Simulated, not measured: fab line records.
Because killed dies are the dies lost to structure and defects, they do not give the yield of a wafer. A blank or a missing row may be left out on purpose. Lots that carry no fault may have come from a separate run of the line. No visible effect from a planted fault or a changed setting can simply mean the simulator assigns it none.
The tool behind it: which one?    flow rit_cmos    Sampling: 14 lots, 42 wafers, 5 of 202 route steps

WHAT THE GAUGES READ, wafer by wafer
RIT_REOX_THK_MEAS_04.
lot   measured     on             REOX_OXIDE_THK (nm)
L774  day 2 22:11  film_metro-04  25.9 25.6 26.0
L775  day 3 01:37  film_metro-04  24.7 25.0 25.2
L776  day 3 03:08  film_metro-03  25.5 25.9 25.4
L777  day 3 08:23  film_metro-03  24.5 24.6 24.8
L778  day 3 13:25  film_metro-04  24.5 24.3 24.3
L779  day 3 19:37  film_metro-02  25.1 25.0 24.3
L780  day 3 22:49  film_metro-02  25.9 25.7 26.0
L781  day 4 02:43  film_metro-03  27.9 28.3 28.1
L782  day 4 08:52  film_metro-03  27.8 27.8 27.8
L783  day 4 15:13  film_metro-03  25.5 24.8 24.9
L785  day 4 22:59  film_metro-03  25.5 25.5 25.9
L790  day 6 00:08  film_metro-03  25.3 24.7 25.0
L794  day 6 20:59  film_metro-02  25.7 25.1 25.3
L795  day 7 00:44  film_metro-02  25.0 24.9 24.9

RIT_NLDD_OVL_MEAS_06.
lot   measured     on          NLDD_OVL (nm)
L774  day 2 23:15  overlay-02  -0.5 -0.4 -1.2
L775  day 3 02:38  overlay-02  0.5 -1.0 1.4
L776  day 3 04:11  overlay-02  0.1 -0.3 -1.5
L777  day 3 09:39  overlay-02  0.3 1.7 0.3
L778  day 3 14:19  overlay-01  3.0 1.2 1.5
L779  day 3 20:31  overlay-02  -1.4 -1.4 -0.2
L780  day 3 23:56  overlay-02  0.0 -0.7 0.4
L781  day 4 03:53  overlay-02  -0.5 -0.6 0.3
L782  day 4 09:46  overlay-02  1.1 1.8 -0.5
L783  day 4 16:14  overlay-01  0.0 0.9 -0.4
L785  day 5 00:09  overlay-01  0.0 0.3 1.5
L790  day 6 01:03  overlay-01  1.6 1.5 0.3
L794  day 6 21:53  overlay-02  -0.5 0.4 -1.6
L795  day 7 01:38  overlay-02  -0.5 -1.1 0.3

RIT_NSD_TW_MEAS_10.
lot   measured     on             NSD_TW
L774  day 3 05:06  film_metro-03  3067 3071 3069
L775  day 3 08:48  film_metro-03  3061 3055 3079
L776  day 3 10:24  film_metro-03  3060 3063 3074
L777  day 3 16:46  film_metro-04  3099 3110 3106
L778  day 3 20:16  film_metro-04  3128 3118 3113
L779  day 4 02:29  film_metro-01  3047 3033 3045
L780  day 4 05:55  film_metro-03  3092 3072 3083
L781  day 4 10:09  film_metro-04  3125 3098 3106
L782  day 4 15:58  film_metro-03  3068 3074 3099
L783  day 4 22:19  film_metro-04  3107 3127 3109
L785  day 5 06:14  film_metro-01  3036 3032 3036
L790  day 6 07:07  film_metro-04  3099 3128 3102
L794  day 7 03:44  film_metro-04  3107 3123 3111
L795  day 7 07:51  film_metro-03  3070 3074 3060

WHAT TOOL EACH LOT RAN ON (gives the tool, then ch and the chambers of the sampled wafers, and finally the start)
lot   RIT_NRETRO_STRIP_09                  RIT_REOX_OXIDATION_03
L774  plasma_asher-01 ch 1, day 2 10:16    furnace-03 ch 0, day 2 19:38
L775  plasma_asher-01 ch 0,1, day 2 14:46  furnace-02 ch 0, day 2 23:03
L776  plasma_asher-02 ch 0,1, day 2 16:50  furnace-03 ch 0, day 3 00:35
L777  plasma_asher-02 ch 0,1, day 2 20:55  furnace-03 ch 0, day 3 05:49
L778  plasma_asher-03 ch 0,1, day 3 02:36  furnace-04 ch 0, day 3 10:51
L779  plasma_asher-03 ch 0,1, day 3 07:44  furnace-04 ch 0, day 3 17:02
L780  plasma_asher-01 ch 0,1, day 3 12:48  furnace-03 ch 0, day 3 20:15
L781  plasma_asher-01 ch 0,1, day 3 16:07  furnace-04 ch 0, day 4 00:10
L782  plasma_asher-03 ch 0,1, day 3 22:15  furnace-04 ch 0, day 4 06:19
L783  plasma_asher-03 ch 0,1, day 4 03:17  furnace-02 ch 0, day 4 12:40
L785  plasma_asher-01 ch 0,1, day 4 12:19  furnace-02 ch 0, day 4 20:26
L790  plasma_asher-02 ch 0,1, day 5 14:19  furnace-02 ch 0, day 5 21:35
L794  plasma_asher-03 ch 0,1, day 6 11:02  furnace-02 ch 0, day 6 18:26
L795  plasma_asher-02 ch 0, day 6 14:31    furnace-02 ch 0, day 6 22:10
- RIT_NRETRO_STRIP_09: strips in O2, time 180 s.
- RIT_REOX_OXIDATION_03: target thk 25.2 nm, ox time 5580 s.

WHAT THE TOOLS THEMSELVES READ (means of the sampled wafers that have a number; where no wafer has one, the mark that the record gives instead)
RIT_NRETRO_STRIP_09.
lot   tool             drypump_motor_current_A (A)
L774  plasma_asher-01  5.1
L775  plasma_asher-01  5.3
L776  plasma_asher-02  5.6
L777  plasma_asher-02  5.6
L778  plasma_asher-03  6.3
L779  plasma_asher-03  6.2
L780  plasma_asher-01  5.3
L781  plasma_asher-01  5.2
L782  plasma_asher-03  6.3
L783  plasma_asher-03  6.2
L785  plasma_asher-01  5.3
L790  plasma_asher-02  5.8
L794  plasma_asher-03  6.3
L795  plasma_asher-02  5.9

RIT_REOX_OXIDATION_03.
lot   tool        spike_tc_centre_C (C)  spike_tc_load_C (C)  spike_tc_source_C (C)  tube_center_temp_C (C)
L774  furnace-03  902.6                  929.8                923.3                  900.01
L775  furnace-02  902.7                  929.6                920.6                  899.99
L776  furnace-03  901.4                  930.0                921.8                  899.93
L777  furnace-03  901.1                  929.9                922.7                  900.09
L778  furnace-04  900.3                  924.6                924.2                  899.98
L779  furnace-04  901.6                  925.9                923.7                  900.03
L780  furnace-03  901.5                  929.5                922.1                  899.95
L781  furnace-04  910.4                  935.9                935.3                  899.95
L782  furnace-04  912.3                  936.0                934.2                  899.98
L783  furnace-02  902.9                  929.3                921.7                  900.13
L785  furnace-02  902.1                  930.0                921.5                  900.06
L790  furnace-02  902.9                  930.7                921.7                  899.96
L794  furnace-02  903.4                  928.6                921.6                  899.95
L795  furnace-02  901.8                  929.6                922.0                  900.09

THE ANSWER, worked out from the rows above alone
Rule: the usual values come from the lots themselves. The widest of any qualifying gaps counts: lots, ordered by their means at a reading, are off when they make up no more than a third of the lots, leave a main group of 4 or more, and stand apart from it by 3 or more times the standard deviation of that group's means. A main group is skipped when, at the precision printed for the reading in the tables above, its means are all equal. A lot without any number at a reading at which 4 lots or more have one is off too. Any other lot the step has rows for is counted as sound. The gauges are gone through in route order, then the tools' own readings, and for those a lot's mean is taken as printed above. At the first step where some lot is off, the reading lying furthest off is the one used; lots without a number count as furthest.
Off: L781, L782, at RIT_REOX_THK_MEAS_04 (REOX_OXIDE_THK). The main group: mean 25.2 nm, standard deviation 0.46.
A tool fits if, at a process step before that reading, it ran every lot that is off, and no sound lot after the first of them. The gauges at RIT_REOX_THK_MEAS_04 aren't tried: what is off there is off at RIT_REOX_OXIDATION_03 too, on other tools, and a gauge's error can't cause that. One fits: furnace-04 at RIT_REOX_OXIDATION_03. A fault onset in the window from L779 (day 3 17:02, its last sound lot) to L781 (day 4 00:10, its first lot off) fits.
The tool's own readings at RIT_REOX_OXIDATION_03 bear it out: on the lots that are off they differ by more than 5 times the standard deviation of the sound lots' means. spike_tc_centre_C reads 911.3 C there against 902.0 C on the sound lots; spike_tc_source_C reads 934.8 C there against 922.2 C on the sound lots.

WHAT HAD BEEN PUT IN BY THE SIMULATOR
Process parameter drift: furnace-04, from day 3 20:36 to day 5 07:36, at RIT_REOX_OXIDATION_03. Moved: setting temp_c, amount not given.
Struck lots among those shown: L781, L782. The rule above found the same.
